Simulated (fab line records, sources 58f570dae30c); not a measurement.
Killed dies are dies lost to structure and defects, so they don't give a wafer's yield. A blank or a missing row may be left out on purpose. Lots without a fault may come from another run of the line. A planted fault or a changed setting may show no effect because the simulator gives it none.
Which tool did it? | flow berkeley_cmos170 | 14 lots, 42 wafers sampled, at 4 steps of a route of 331

WHAT THE GAUGES READ, wafer by wafer
UCB170_SDANNEAL_RS_MEAS_02: measures by four-point-probe. Usual: PSD_RS 75.47 ohm/sq, standard deviation 0.26.
lot  | measured     | on            | PSD_RS (ohm/sq)   | flag
L445 | day 7 04:02  | film_metro-03 | 75.47 75.59 75.83 |
L448 | day 7 11:31  | film_metro-03 | 75.42 75.72 75.63 |
L447 | day 7 12:13  | film_metro-01 | 75.45 76.19 75.77 |
L449 | day 8 01:29  | film_metro-03 | 75.23 75.34 75.49 |
L450 | day 8 01:49  | film_metro-01 | 75.65 75.35 75.36 |
L452 | day 8 12:27  | film_metro-03 | 75.53 75.46 75.41 |
L451 | day 8 12:52  | film_metro-01 | 75.42 75.46 75.55 |
L453 | day 8 17:23  | film_metro-02 | 75.74 75.21 75.45 |
L454 | day 9 04:41  | film_metro-02 | 75.20 74.95 74.97 |
L456 | day 9 16:46  | film_metro-02 | 83.24 83.40 83.28 | OFF
L457 | day 9 16:58  | film_metro-01 | 75.50 75.33 75.57 |
L458 | day 9 22:49  | film_metro-01 | 83.35 83.27 83.86 | OFF
L464 | day 11 00:26 | film_metro-03 | 75.73 75.53 75.29 |
L466 | day 11 10:31 | film_metro-01 | 74.95 75.06 75.17 |

UCB170_SDANNEAL_RS_MEAS_03: measures by four-point-probe. Usual: NSD_RS 37.27 ohm/sq, standard deviation 0.085.
lot  | measured     | on            | NSD_RS (ohm/sq)   | flag
L445 | day 7 04:09  | film_metro-03 | 37.32 37.26 37.32 |
L448 | day 7 11:38  | film_metro-03 | 37.34 37.31 37.32 |
L447 | day 7 12:20  | film_metro-01 | 37.29 37.22 37.22 |
L449 | day 8 01:37  | film_metro-03 | 37.40 37.39 37.31 |
L450 | day 8 01:56  | film_metro-01 | 37.31 37.27 37.22 |
L452 | day 8 12:34  | film_metro-03 | 37.16 37.19 37.23 |
L451 | day 8 12:59  | film_metro-01 | 37.25 37.27 37.26 |
L453 | day 8 17:31  | film_metro-02 | 37.28 37.23 37.21 |
L454 | day 9 04:48  | film_metro-02 | 37.24 37.22 37.21 |
L456 | day 9 16:53  | film_metro-02 | 38.37 38.43 38.36 | OFF
L457 | day 9 17:05  | film_metro-01 | 37.29 37.32 37.33 |
L458 | day 9 22:56  | film_metro-01 | 38.37 38.45 38.44 | OFF
L464 | day 11 00:33 | film_metro-03 | 37.41 37.48 37.38 |
L466 | day 11 10:38 | film_metro-01 | 37.26 37.17 37.27 |

UCB170_SDANNEAL_RS_MEAS_04: measures by four-point-probe. Usual: PLDD_RS 1032 ohm/sq, standard deviation 3.1.
lot  | measured     | on            | PLDD_RS (ohm/sq) | flag
L445 | day 7 04:16  | film_metro-03 | 1033 1036 1033   |
L448 | day 7 11:46  | film_metro-03 | 1029 1029 1027   |
L447 | day 7 12:28  | film_metro-01 | 1035 1038 1039   |
L449 | day 8 01:44  | film_metro-03 | 1035 1034 1033   |
L450 | day 8 02:04  | film_metro-01 | 1029 1030 1031   |
L452 | day 8 12:41  | film_metro-03 | 1036 1036 1034   |
L451 | day 8 13:06  | film_metro-01 | 1032 1033 1032   |
L453 | day 8 17:38  | film_metro-02 | 1033 1030 1029   |
L454 | day 9 04:55  | film_metro-02 | 1027 1031 1028   |
L456 | day 9 17:00  | film_metro-02 | 1041 1038 1039   |
L457 | day 9 17:12  | film_metro-01 | 1032 1029 1030   |
L458 | day 9 23:04  | film_metro-01 | 1039 1045 1039   |
L464 | day 11 00:40 | film_metro-03 | 1033 1034 1035   |
L466 | day 11 10:45 | film_metro-01 | 1034 1034 1035   |

WHICH TOOL RAN EACH LOT (tool, then ch and the chambers of the sampled wafers, then the start)
lot  | UCB170_SDANNEAL_RTA_01
L445 | rtp_anneal-01 ch 0, day 7 03:58
L448 | rtp_anneal-01 ch 0, day 7 11:28
L447 | rtp_anneal-02 ch 0, day 7 12:09
L449 | rtp_anneal-01 ch 0, day 8 01:25
L450 | rtp_anneal-02 ch 0, day 8 01:45
L452 | rtp_anneal-01 ch 0, day 8 12:22
L451 | rtp_anneal-02 ch 0, day 8 12:48
L453 | rtp_anneal-02 ch 0, day 8 17:20
L454 | rtp_anneal-02 ch 0, day 9 04:36
L456 | rtp_anneal-02 ch 0, day 9 16:42
L457 | rtp_anneal-01 ch 0, day 9 16:53
L458 | rtp_anneal-02 ch 0, day 9 22:46
L464 | rtp_anneal-01 ch 0, day 11 00:22
L466 | rtp_anneal-01 ch 0, day 11 10:27
- UCB170_SDANNEAL_RTA_01: time 5 s.

WHAT THE TOOLS THEMSELVES READ (means of the sampled wafers that have a number; where no wafer has one, the mark that the record gives instead)
UCB170_SDANNEAL_RTA_01. Usual: lamp_power_pct 40.9 %, standard deviation 0.78; wafer_temp_C_max 1055.7, standard deviation 1.2.
lot  | tool          | lamp_power_pct (%) | wafer_temp_C_max | flag
L445 | rtp_anneal-01 | 41.8               | 1054.3           |
L448 | rtp_anneal-01 | 41.8               | 1055.4           |
L447 | rtp_anneal-02 | 40.3               | 1057.1           |
L449 | rtp_anneal-01 | 41.8               | 1056.0           |
L450 | rtp_anneal-02 | 40.2               | 1055.8           |
L452 | rtp_anneal-01 | 41.8               | 1056.2           |
L451 | rtp_anneal-02 | 40.2               | 1057.3           |
L453 | rtp_anneal-02 | 40.2               | 1057.5           |
L454 | rtp_anneal-02 | 40.2               | 1055.7           |
L456 | rtp_anneal-02 | 40.2               | 1056.8           |
L457 | rtp_anneal-01 | 41.8               | 1055.3           |
L458 | rtp_anneal-02 | 40.2               | 1056.2           |
L464 | rtp_anneal-01 | 41.8               | 1055.3           |
L466 | rtp_anneal-01 | 41.8               | 1055.5           |

THE ANSWER, worked out from the rows above alone
Rule: a lot is off if the mean of its wafers that have a number lies more than 3 standard deviations from the usual mean. A lot without any number at a reading at which 4 lots or more have one is off too. The other lots that the step has rows for count as sound. The gauges are gone through in route order, then the tools' own readings, and for those a lot's mean is taken as printed above. The first step at which some lot is off is used, and at that step the reading that is off furthest; a lot without a number counts as furthest.
Off: L456, L458, at UCB170_SDANNEAL_RS_MEAS_02 (PSD_RS).
A tool fits if, at a process step before that reading, it ran every lot that is off, and no sound lot after the first of them. The gauges at UCB170_SDANNEAL_RS_MEAS_02 are tried like those tools. One fits: rtp_anneal-02 at UCB170_SDANNEAL_RTA_01. Its last sound lot is L454 (day 9 04:36), its first lot that is off L456 (day 9 16:42): a fault that began between those two fits.

WHAT THE SIMULATOR HAD PUT IN
Process parameter drift: rtp_anneal-02, from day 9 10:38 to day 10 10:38, at UCB170_SDANNEAL_RTA_01. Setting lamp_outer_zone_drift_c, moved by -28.
Lots struck among those shown: L456, L458. The rule above found the same.
